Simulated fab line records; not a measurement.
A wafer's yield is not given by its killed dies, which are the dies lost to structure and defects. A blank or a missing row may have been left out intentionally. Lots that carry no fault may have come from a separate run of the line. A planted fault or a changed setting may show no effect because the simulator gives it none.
Which tool did it? ; flow rit_cmos ; 42 wafers from 14 lots sampled at 2 of the route's 202 steps

== WHAT EACH GAUGE READ, for each wafer ==
RIT_ACTIVE_THK_MEAS_02.
lot;measured;on;ACTIVE_OXIDE_THK (nm)
L392;day 1 13:07;film_metro-01;45.0 44.9 45.5
L393;day 1 17:55;film_metro-01;47.9 47.8 47.3
L394;day 1 22:08;film_metro-04;46.8 46.7 46.5
L395;day 2 04:29;film_metro-01;45.2 46.0 46.1
L396;day 2 09:04;film_metro-04;46.7 47.0 45.6
L397;day 2 14:13;film_metro-01;47.6 47.8 47.3
L400;day 3 04:20;film_metro-04;47.0 47.0 46.8
L402;day 3 14:34;film_metro-03;72.1 72.6 72.3
L403;day 3 19:05;film_metro-01;71.7 72.4 72.3
L406;day 4 10:03;film_metro-03;45.1 45.5 45.8
L407;day 4 15:14;film_metro-01;48.2 48.3 48.5
L409;day 5 02:14;film_metro-03;45.8 45.7 45.7
L411;day 5 11:56;film_metro-03;45.3 44.6 44.8
L415;day 6 07:41;film_metro-01;46.9 46.5 46.8

== WHICH TOOL RAN EACH LOT (tool, then ch and the chambers of the sampled wafers, then the start) ==
lot;RIT_ACTIVE_OXIDATION_01
L392;furnace-03 ch 0, day 1 11:11
L393;furnace-01 ch 0, day 1 15:59
L394;furnace-01 ch 0, day 1 20:11
L395;furnace-03 ch 0, day 2 02:34
L396;furnace-03 ch 0, day 2 07:08
L397;furnace-01 ch 0, day 2 12:17
L400;furnace-04 ch 0, day 3 02:23
L402;furnace-03 ch 0, day 3 12:38
L403;furnace-03 ch 0, day 3 17:07
L406;furnace-01 ch 0, day 4 08:07
L407;furnace-04 ch 0, day 4 13:17
L409;furnace-01 ch 0, day 5 00:17
L411;furnace-01 ch 0, day 5 10:00
L415;furnace-04 ch 0, day 6 05:46
- RIT_ACTIVE_OXIDATION_01: target thk 46.8 nm, ox time 3360 s.

== AS READ BY THE TOOLS THEMSELVES (means over the sampled wafers that have a number; for cases with no such wafer, the mark the record gives instead) ==
The record holds no such reading with a usual standard deviation.

== THE ANSWER, worked out from the rows above alone ==
Rule: what is usual is taken from the lots themselves. Put in order of their means at a reading, lots are off if they are a third of the lots or fewer, leave a main group of 4 or more, and stand apart from it by a gap of 3 or more times the standard deviation of the main group's means; of several such gaps the widest counts. If all means in a main group match to the digits the tables above print for the reading, that group is not used. A lot without any number at a reading at which 4 lots or more have one is off too. Where the step has rows for the other lots, those lots are counted as sound. The gauges are gone through in route order, then the tools' own readings, and for those a lot's mean is taken as printed above. At the first step where some lot is off, the reading lying furthest off is the one used; lots without a number count as furthest.
Off: L402, L403, at RIT_ACTIVE_THK_MEAS_02 (ACTIVE_OXIDE_THK). For the main group the mean is 46.4 nm and the standard deviation 1.
If a tool, at a process step before that reading, ran all the lots that are off and no sound lot after the first of them, it fits. Gauges at RIT_ACTIVE_THK_MEAS_02: tried the same way as those tools. One fits: RIT_ACTIVE_OXIDATION_01 on furnace-03. Its last sound lot is L396 (day 2 07:08), its first lot that is off L402 (day 3 12:38): a fault that began between those two fits.

== WHAT WAS PUT IN BY THE SIMULATOR ==
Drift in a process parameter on furnace-03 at RIT_ACTIVE_OXIDATION_01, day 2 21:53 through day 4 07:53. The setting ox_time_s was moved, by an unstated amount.
Shown lots that were struck: L402, L403. The rule above reached the same finding.
